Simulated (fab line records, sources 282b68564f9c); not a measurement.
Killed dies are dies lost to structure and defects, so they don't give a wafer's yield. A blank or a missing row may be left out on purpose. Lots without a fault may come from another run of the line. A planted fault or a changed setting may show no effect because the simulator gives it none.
Split-lot experiment | flow rit_cmos | 5 lots, 23 wafers read, on a route of 202 steps

THE SPLIT
At RIT_REOX_OXIDATION_03 (target thk 25.2 nm, ox time 5580 s), the setting ox_time_s was moved away from the recipe's 5580 s on 15 of the 23 wafers read, by -12.3% to -5.3%. The other wafers ran this setting at the recipe's value.

The file shows no step between the split and the reading.

THE READING
REOX_OXIDE_THK, in nm, at RIT_REOX_THK_MEAS_04. Fault-free wafers of this fab line usually give 25.1 nm, standard deviation 0.38 nm.

wafer  | tool, chamber at the split | ox_time_s as run, s | against the recipe | REOX_OXIDE_THK, nm | against lot-mates on the recipe
L074.1 | -, -                       | 5286                | -5.3%              | 24.4               | no lot-mate on the recipe
L074.2 | -, -                       | 5286                | -5.3%              | 24.5               | no lot-mate on the recipe
L074.3 | -, -                       | 5286                | -5.3%              | 24.2               | no lot-mate on the recipe
L074.5 | -, -                       | 5286                | -5.3%              | 24.5               | no lot-mate on the recipe
L074.6 | -, -                       | 5286                | -5.3%              | 24.5               | no lot-mate on the recipe
L076.1 | -, -                       | 5015                | -10.1%             | 23.2               | no lot-mate on the recipe
L076.2 | -, -                       | 5015                | -10.1%             | 23.1               | no lot-mate on the recipe
L076.3 | -, -                       | 5015                | -10.1%             | 23.2               | no lot-mate on the recipe
L076.5 | -, -                       | 5015                | -10.1%             | 23.5               | no lot-mate on the recipe
L076.6 | -, -                       | 5015                | -10.1%             | 22.8               | no lot-mate on the recipe
L077.2 | furnace-01, 0              | 5580                | recipe             | 24.9               | -
L077.4 | furnace-01, 0              | 5580                | recipe             | 25.0               | -
L077.5 | furnace-01, 0              | 5580                | recipe             | 24.7               | -
L079.2 | -, -                       | 4895                | -12.3%             | 23.2               | no lot-mate on the recipe
L079.3 | -, -                       | 4895                | -12.3%             | 22.9               | no lot-mate on the recipe
L079.4 | -, -                       | 4895                | -12.3%             | 23.3               | no lot-mate on the recipe
L079.5 | -, -                       | 4895                | -12.3%             | 23.2               | no lot-mate on the recipe
L079.6 | -, -                       | 4895                | -12.3%             | 23.2               | no lot-mate on the recipe
L083.1 | -, -                       | 5580                | recipe             | 25.5               | -
L083.2 | -, -                       | 5580                | recipe             | 25.3               | -
L083.3 | -, -                       | 5580                | recipe             | 25.4               | -
L083.4 | -, -                       | 5580                | recipe             | 25.4               | -
L083.6 | -, -                       | 5580                | recipe             | 25.4               | -

THE FIT
A straight line over all 23 wafers: REOX_OXIDE_THK changes by +0.18 nm for each +1% of ox_time_s; r = +0.96; the points scatter about the line by 0.27 nm.
Too few moved wafers have a lot-mate on the recipe to fit a line with each lot's own level taken away.

THE WHOLE CHAIN: every reading that the file lists as answering this split, in the file's order
step                  | what it does                       | reading                                                                           | change (the file's fit)               | r (the file's)
RIT_REOX_OXIDATION_03 | target thk 25.2 nm, ox time 5580 s | SiO2_of_REOX_OXIDATION_03.thk_nm (the simulator's own value, which no gauge read) | +0.18 nm for each +1% of the setting  | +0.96
RIT_REOX_THK_MEAS_04  |                                    | REOX_OXIDE_THK                                                                    | +0.179 for each +1% of the setting    | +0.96
RIT_SPACER_CLEAN_00   | cleans in SC1, time 600 s          | SiO2_of_REOX_OXIDATION_03.thk_nm (the simulator's own value, which no gauge read) | +0.166 nm for each +1% of the setting | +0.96

THE FILE'S OWN FIT
REOX_OXIDE_THK changes by +0.179 nm for each +1% of ox_time_s, r = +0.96.
